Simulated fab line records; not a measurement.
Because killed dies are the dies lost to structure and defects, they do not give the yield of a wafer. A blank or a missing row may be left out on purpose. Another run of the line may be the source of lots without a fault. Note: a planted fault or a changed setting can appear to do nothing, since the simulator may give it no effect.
Which tool was responsible? -- flow ritCmos -- 14 lots with 42 wafers sampled at 2 steps, on a route of 202 steps

## WHAT EACH GAUGE READ, for each wafer
RIT_SDANNEAL_RS_MEAS_05: the measuring method here is four-point-probe. Usual: for NSD_RS the level is 84.43 ohm/sq and the standard deviation is 0.28.
lot,measured,on,NSD_RS (ohm/sq),flag
L609,day 3 02:55,filmMetro-04,84.24 84.36 84.19,
L610,day 3 07:20,filmMetro-04,85.12 85.15 84.87,
L612,day 3 17:20,filmMetro-04,84.67 84.64 84.44,
L613,day 3 22:37,filmMetro-02,84.58 84.30 84.24,
L616,day 4 11:42,filmMetro-04,- - -,OFF
L618,day 5 01:46,filmMetro-04,84.42 84.08 84.26,
L619,day 5 09:25,filmMetro-03,- - -,OFF
L623,day 6 05:46,filmMetro-03,84.71 84.67 84.56,
L625,day 6 12:37,filmMetro-04,84.65 84.79 85.00,
L627,day 6 21:00,filmMetro-03,84.61 84.15 84.65,
L628,day 7 01:38,filmMetro-03,83.99 84.20 84.05,
L630,day 7 12:15,filmMetro-04,84.54 84.42 84.29,
L631,day 7 16:41,filmMetro-02,84.80 84.69 84.64,
L632,day 7 21:11,filmMetro-02,84.53 84.63 84.64,

## TOOL THAT RAN EACH LOT (tool first, then ch and the chambers of the sampled wafers, then the start)
lot,RIT_NSD_IMPLANT_08
L609,"implanter-02 ch 0, day 3 00:26"
L610,"implanter-04 ch 0, day 3 04:52"
L612,"implanter-03 ch 0, day 3 14:37"
L613,"implanter-03 ch 0, day 3 20:08"
L616,"implanter-03 ch 0, day 4 09:19"
L618,"implanter-02 ch 0, day 4 23:05"
L619,"implanter-03 ch 0, day 5 06:38"
L623,"implanter-02 ch 0, day 6 03:16"
L625,"implanter-02 ch 0, day 6 10:11"
L627,"implanter-04 ch 0, day 6 18:30"
L628,"implanter-04 ch 0, day 6 23:16"
L630,"implanter-04 ch 0, day 7 09:44"
L631,"implanter-04 ch 0, day 7 14:18"
L632,"implanter-04 ch 0, day 7 18:41"
- RIT_NSD_IMPLANT_08

## WHAT THE TOOLS THEMSELVES READ (means of the sampled wafers that have a number; where no wafer has one, the mark that the record gives instead)
RIT_NSD_IMPLANT_08. Usual: beamEnergyKeV 25.001, standard deviation 0.0069; doseIonsCm2 9.999e+14, standard deviation 9.9e+11; tiltDeg 6.999 degrees, standard deviation 0.019.
lot,tool,beamEnergyKeV,doseIonsCm2,tiltDeg (degrees),flag
L609,implanter-02,24.987,1.000e+15,6.991,
L610,implanter-04,25.008,9.999e+14,6.984,
L612,implanter-03,25.002,1.000e+15,7.019,
L613,implanter-03,25.001,1.001e+15,6.986,
L616,implanter-03,24.998,9.990e+14,8.151,OFF
L618,implanter-02,25.000,9.997e+14,6.999,
L619,implanter-03,24.999,1.001e+15,8.149,OFF
L623,implanter-02,24.997,9.989e+14,7.009,
L625,implanter-02,25.008,1.000e+15,6.980,
L627,implanter-04,25.003,1.000e+15,6.998,
L628,implanter-04,25.005,1.000e+15,6.990,
L630,implanter-04,24.994,9.985e+14,7.016,
L631,implanter-04,25.011,1.001e+15,7.004,
L632,implanter-04,24.996,1.001e+15,6.976,

## THE ANSWER, worked out from the rows above alone
Rule: a lot counts as off when the mean over its wafers that have a number is more than 3 standard deviations away from the usual mean. A lot without any number at a reading at which 4 lots or more have one is off too. All remaining lots with rows at the step are treated as sound. Order of review: gauges by route order, followed by the tools' own readings, for which a lot's mean as printed above is used. The first step at which some lot is off is used, and at that step the reading that is off furthest; a lot without a number counts as furthest.
Off: L616, L619, seen at RIT_SDANNEAL_RS_MEAS_05 (NSD_RS). Without a number there: L616, L619.
A tool fits if, at a process step before that reading, it ran every lot that is off, and no sound lot after the first of them. The gauges at RIT_SDANNEAL_RS_MEAS_05 aren't tried: what is off there is off at RIT_NSD_IMPLANT_08 too, on other tools, and a gauge's error can't cause that. One fits: RIT_NSD_IMPLANT_08 on implanter-03. A fault onset in the window from L613 (day 3 20:08, its last sound lot) to L616 (day 4 09:19, its first lot off) fits.
The tool's own readings at RIT_NSD_IMPLANT_08 bear it out: on the lots that are off they differ by more than 5 times the standard deviation of the sound lots' means. tiltDeg reads 8.150 degrees there against 6.996 degrees on the sound lots.

## WHAT WAS PUT IN BY THE SIMULATOR
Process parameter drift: implanter-03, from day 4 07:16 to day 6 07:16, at RIT_NSD_IMPLANT_08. The setting tiltDeg was moved by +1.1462, starting from 7. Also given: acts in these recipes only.
Lots struck among those shown: L616, L619. Same finding as the rule above.
